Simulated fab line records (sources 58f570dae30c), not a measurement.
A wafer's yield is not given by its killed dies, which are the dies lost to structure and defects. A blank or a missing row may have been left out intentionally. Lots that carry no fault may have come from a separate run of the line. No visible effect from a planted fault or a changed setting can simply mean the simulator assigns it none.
Which tool did it? :: flow berkeley_cmos170 :: Sampling: 14 lots, 42 wafers, 3 of 331 route steps

WHAT THE GAUGES READ, wafer by wafer
UCB170_V2_CD_MEAS_12 targets a cd of 700 nm. Usual: 700.5 nm for cd_nm, sd 1.2.
lot: L690
measured: day 8 23:43
on: cd_sem-02
cd_nm (nm): 701.2 701.4 700.7
flag: 

lot: L691
measured: day 9 16:37
on: cd_sem-02
cd_nm (nm): 700.9 702.0 700.5
flag: 

lot: L694
measured: day 9 18:26
on: cd_sem-02
cd_nm (nm): 700.9 700.3 700.0
flag: 

lot: L692
measured: day 9 19:02
on: cd_sem-01
cd_nm (nm): 702.2 702.0 701.6
flag: 

lot: L693
measured: day 9 19:37
on: cd_sem-02
cd_nm (nm): 700.1 701.2 700.7
flag: 

lot: L695
measured: day 10 02:34
on: cd_sem-02
cd_nm (nm): 701.7 702.1 702.3
flag: 

lot: L697
measured: day 10 16:02
on: cd_sem-01
cd_nm (nm): 700.2 699.2 699.0
flag: 

lot: L698
measured: day 10 18:03
on: cd_sem-01
cd_nm (nm): 699.9 698.9 699.6
flag: 

lot: L699
measured: day 10 22:31
on: cd_sem-02
cd_nm (nm): 701.5 701.9 703.3
flag: 

lot: L700
measured: day 11 02:47
on: cd_sem-01
cd_nm (nm): 701.0 700.9 701.2
flag: 

lot: L706
measured: day 11 23:20
on: cd_sem-01
cd_nm (nm): 699.6 700.7 699.7
flag: 

lot: L705
measured: day 11 23:34
on: cd_sem-01
cd_nm (nm): 700.2 699.6 699.6
flag: 

lot: L707
measured: day 12 02:16
on: cd_sem-02
cd_nm (nm): 703.4 703.1 702.3
flag: 

lot: L712
measured: day 13 12:00
on: cd_sem-01
cd_nm (nm): 701.2 700.0 700.6
flag: 

UCB170_M3_CD_MEAS_15 targets a cd of 700 nm. Usual: 700.2 nm for cd_nm, sd 1.5.
lot: L690
measured: day 9 02:18
on: cd_sem-02
cd_nm (nm): 702.8 704.6 704.5
flag: 

lot: L691
measured: day 9 20:05
on: cd_sem-01
cd_nm (nm): 700.3 699.9 700.3
flag: 

lot: L694
measured: day 9 21:34
on: cd_sem-02
cd_nm (nm): 697.5 699.9 700.8
flag: 

lot: L692
measured: day 9 22:03
on: cd_sem-01
cd_nm (nm): 698.5 698.6 698.4
flag: 

lot: L693
measured: day 9 22:43
on: cd_sem-01
cd_nm (nm): 700.4 699.5 700.8
flag: 

lot: L695
measured: day 10 05:05
on: cd_sem-01
cd_nm (nm): 701.8 701.3 700.4
flag: 

lot: L697
measured: day 10 18:41
on: cd_sem-01
cd_nm (nm): 700.1 700.2 700.7
flag: 

lot: L698
measured: day 10 20:32
on: cd_sem-01
cd_nm (nm): 698.6 699.0 699.4
flag: 

lot: L699
measured: day 11 01:29
on: cd_sem-02
cd_nm (nm): 701.2 701.1 700.5
flag: 

lot: L700
measured: day 11 05:38
on: cd_sem-02
cd_nm (nm): 700.6 700.4 699.5
flag: 

lot: L706
measured: day 12 02:09
on: cd_sem-01
cd_nm (nm): 701.1 703.0 702.6
flag: 

lot: L705
measured: day 12 02:23
on: cd_sem-02
cd_nm (nm): 701.5 702.4 702.5
flag: 

lot: L707
measured: day 12 05:25
on: cd_sem-02
cd_nm (nm): 701.0 697.9 699.6
flag: 

lot: L712
measured: day 13 14:40
on: cd_sem-01
cd_nm (nm): 698.4 698.7 698.0
flag: 

WHICH TOOL RAN EACH LOT (tool, then ch and the chambers of the sampled wafers, then the start)
lot: L690
UCB170_PLDD_IMPLANT_08: implanter-02 ch 0, day 7 14:38

lot: L691
UCB170_PLDD_IMPLANT_08: implanter-02 ch 0, day 8 05:26

lot: L694
UCB170_PLDD_IMPLANT_08: implanter-04 ch 0, day 8 05:36

lot: L692
UCB170_PLDD_IMPLANT_08: implanter-01 ch 0, day 8 05:43

lot: L693
UCB170_PLDD_IMPLANT_08: implanter-02 ch 0, day 8 06:02

lot: L695
UCB170_PLDD_IMPLANT_08: implanter-02 ch 0, day 8 17:18

lot: L697
UCB170_PLDD_IMPLANT_08: implanter-04 ch 0, day 9 06:26

lot: L698
UCB170_PLDD_IMPLANT_08: implanter-02 ch 0, day 9 06:38

lot: L699
UCB170_PLDD_IMPLANT_08: implanter-02 ch 0, day 9 13:38

lot: L700
UCB170_PLDD_IMPLANT_08: implanter-04 ch 0, day 9 13:51

lot: L706
UCB170_PLDD_IMPLANT_08: implanter-04 ch 0, day 10 11:02

lot: L705
UCB170_PLDD_IMPLANT_08: implanter-02 ch 0, day 10 12:12

lot: L707
UCB170_PLDD_IMPLANT_08: implanter-02 ch 0, day 10 19:04

lot: L712
UCB170_PLDD_IMPLANT_08: implanter-04 ch 0, day 12 03:14
- UCB170_PLDD_IMPLANT_08

AS READ BY THE TOOLS THEMSELVES (means over the sampled wafers that have a number; for cases with no such wafer, the mark the record gives instead)
UCB170_PLDD_IMPLANT_08. Usual: end_station_pressure_torr 5.12e-06 Torr, standard deviation 2.9e-07; faraday_current_uA 159, standard deviation 3.1; rotation_deg 0.003 degrees, standard deviation 0.018.
lot: L690
tool: implanter-02
end_station_pressure_torr (Torr): 5.28e-06
faraday_current_uA: 158
rotation_deg (degrees): 0.007
flag: 

lot: L691
tool: implanter-02
end_station_pressure_torr (Torr): 5.02e-06
faraday_current_uA: 160
rotation_deg (degrees): -0.012
flag: 

lot: L694
tool: implanter-04
end_station_pressure_torr (Torr): 5.11e-06
faraday_current_uA: 160
rotation_deg (degrees): 0.003
flag: 

lot: L692
tool: implanter-01
end_station_pressure_torr (Torr): 5.01e-06
faraday_current_uA: 160
rotation_deg (degrees): -0.001
flag: 

lot: L693
tool: implanter-02
end_station_pressure_torr (Torr): 4.97e-06
faraday_current_uA: 158
rotation_deg (degrees): 0.013
flag: 

lot: L695
tool: implanter-02
end_station_pressure_torr (Torr): 5.07e-06
faraday_current_uA: 158
rotation_deg (degrees): 0.014
flag: 

lot: L697
tool: implanter-04
end_station_pressure_torr (Torr): 4.83e-06
faraday_current_uA: 158
rotation_deg (degrees): -0.007
flag: 

lot: L698
tool: implanter-02
end_station_pressure_torr (Torr): 5.10e-06
faraday_current_uA: 159
rotation_deg (degrees): -0.014
flag: 

lot: L699
tool: implanter-02
end_station_pressure_torr (Torr): 5.42e-06
faraday_current_uA: 158
rotation_deg (degrees): 0.008
flag: 

lot: L700
tool: implanter-04
end_station_pressure_torr (Torr): 5.13e-06
faraday_current_uA: 160
rotation_deg (degrees): -0.024
flag: 

lot: L706
tool: implanter-04
end_station_pressure_torr (Torr): 4.95e-06
faraday_current_uA: 157
rotation_deg (degrees): -0.012
flag: 

lot: L705
tool: implanter-02
end_station_pressure_torr (Torr): 5.14e-06
faraday_current_uA: 157
rotation_deg (degrees): 90.015
flag: OFF

lot: L707
tool: implanter-02
end_station_pressure_torr (Torr): 5.00e-06
faraday_current_uA: 160
rotation_deg (degrees): 90.002
flag: OFF

lot: L712
tool: implanter-04
end_station_pressure_torr (Torr): 4.98e-06
faraday_current_uA: 159
rotation_deg (degrees): 0.002
flag: 

THE ANSWER, worked out from the rows above alone
Rule: lot off if the mean of its wafers having a number is beyond 3 standard deviations from the usual mean. A lot without any number at a reading at which 4 lots or more have one is off too. Where the step has rows for the other lots, those lots are counted as sound. First the gauges in route order, then the tools' own readings, where a lot's mean is used as printed above. At the first step where some lot is off, the reading lying furthest off is the one used; lots without a number count as furthest.
Off, at UCB170_PLDD_IMPLANT_08 on rotation_deg: L705, L707.
If a tool, at that step or one of the process steps before it, ran each lot that is off and ran no sound lot following the first of them, it fits. One candidate fits, namely implanter-02 at UCB170_PLDD_IMPLANT_08. Its last sound lot is L699 (day 9 13:38), its first lot that is off L705 (day 10 12:12): a fault that began between those two fits.
The tool's own readings at UCB170_PLDD_IMPLANT_08 bear it out: on the lots that are off they differ by more than 5 times the standard deviation of the sound lots' means. rotation_deg reads 90.008 degrees there against -0.002 degrees on the sound lots.

WHAT THE SIMULATOR HAD INSERTED
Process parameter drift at UCB170_PLDD_IMPLANT_08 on implanter-02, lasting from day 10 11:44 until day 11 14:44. The setting rotation_deg was moved by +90, starting from 0. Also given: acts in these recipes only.
Lots struck among those shown: L705, L707. Same finding as the rule above.
